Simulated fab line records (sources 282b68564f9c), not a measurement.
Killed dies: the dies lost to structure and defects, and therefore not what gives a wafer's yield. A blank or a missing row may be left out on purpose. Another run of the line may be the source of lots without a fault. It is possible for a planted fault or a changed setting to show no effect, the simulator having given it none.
Split-lot experiment -- flow rit cmos -- 23 wafers read across 5 lots, on a route 202 steps long

THE SPLIT
At RIT_ACTIVE_OXIDATION_01 (target thk 46.8 nm, ox time 3360 s), the setting temp c was moved away from the recipe's 1000 C on 15 of the 23 wafers read, by -1.2% to +2.6%. All remaining wafers had this setting at the recipe value.

There is no step in the file separating the split from the reading.

THE READING
ACTIVE_OXIDE_THK at RIT_ACTIVE_THK_MEAS_02, in nm. Fault-free wafers of this fab line usually give 47.2 nm, standard deviation 0.91 nm.

wafer,"tool, chamber at the split","temp c as run, C",against the recipe,"ACTIVE_OXIDE_THK, nm",against lot-mates on the recipe
L074.1,"-, -",1023,+2.3%,59.5,no lot-mate on the recipe
L074.2,"-, -",1023,+2.3%,58.4,no lot-mate on the recipe
L074.4,"-, -",1023,+2.3%,59.3,no lot-mate on the recipe
L074.5,"-, -",1023,+2.3%,59.0,no lot-mate on the recipe
L074.6,"-, -",1023,+2.3%,59.3,no lot-mate on the recipe
L078.1,"-, -",1000,recipe,47.8,-
L078.2,"-, -",1000,recipe,46.8,-
L078.3,"-, -",1000,recipe,47.6,-
L078.4,"-, -",1000,recipe,47.7,-
L078.6,"-, -",1000,recipe,48.0,-
L079.2,"-, -",988.1,-1.2%,42.5,no lot-mate on the recipe
L079.3,"-, -",988.1,-1.2%,41.6,no lot-mate on the recipe
L079.4,"-, -",988.1,-1.2%,42.6,no lot-mate on the recipe
L079.5,"-, -",988.1,-1.2%,43.5,no lot-mate on the recipe
L079.6,"-, -",988.1,-1.2%,42.3,no lot-mate on the recipe
L084.1,"furnace-02, 0",1000,recipe,48.0,-
L084.4,"furnace-02, 0",1000,recipe,47.7,-
L084.5,"furnace-02, 0",1000,recipe,46.8,-
L085.2,"-, -",1026,+2.6%,59.2,no lot-mate on the recipe
L085.3,"-, -",1026,+2.6%,59.2,no lot-mate on the recipe
L085.4,"-, -",1026,+2.6%,59.7,no lot-mate on the recipe
L085.5,"-, -",1026,+2.6%,59.1,no lot-mate on the recipe
L085.6,"-, -",1026,+2.6%,59.2,no lot-mate on the recipe

FIT RESULTS
A straight line over all 23 wafers: ACTIVE_OXIDE_THK changes by +4.62 nm for each +1% of temp c; r = +1.00; the points scatter about the line by 0.65 nm.
Too few moved wafers have a lot-mate on the recipe to fit a line with each lot's own level taken away.

THE WHOLE CHAIN: every reading that the file lists as answering this split, in the file's order
step,what it does,reading,change (the file's fit),r (the file's)
RIT_ACTIVE_OXIDATION_01,"target thk 46.8 nm, ox time 3360 s","SiO2_of_ACTIVE_OXIDATION_01.thk nm (the simulator's own value, which no gauge read)",+4.62 nm for each +1% of the setting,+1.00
RIT_ACTIVE_THK_MEAS_02,,ACTIVE_OXIDE_THK,+4.62 for each +1% of the setting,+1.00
RIT_FOX2_WET_ETCH_03,"etches Si3N4 in H3PO4, target depth 195 nm, time 2700 s","SiO2_of_ACTIVE_OXIDATION_01.thk nm (the simulator's own value, which no gauge read)",+4.08 nm for each +1% of the setting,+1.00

THE FILE'S OWN FIT
ACTIVE_OXIDE_THK changes by +4.62 nm for each +1% of temp c, r = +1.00.
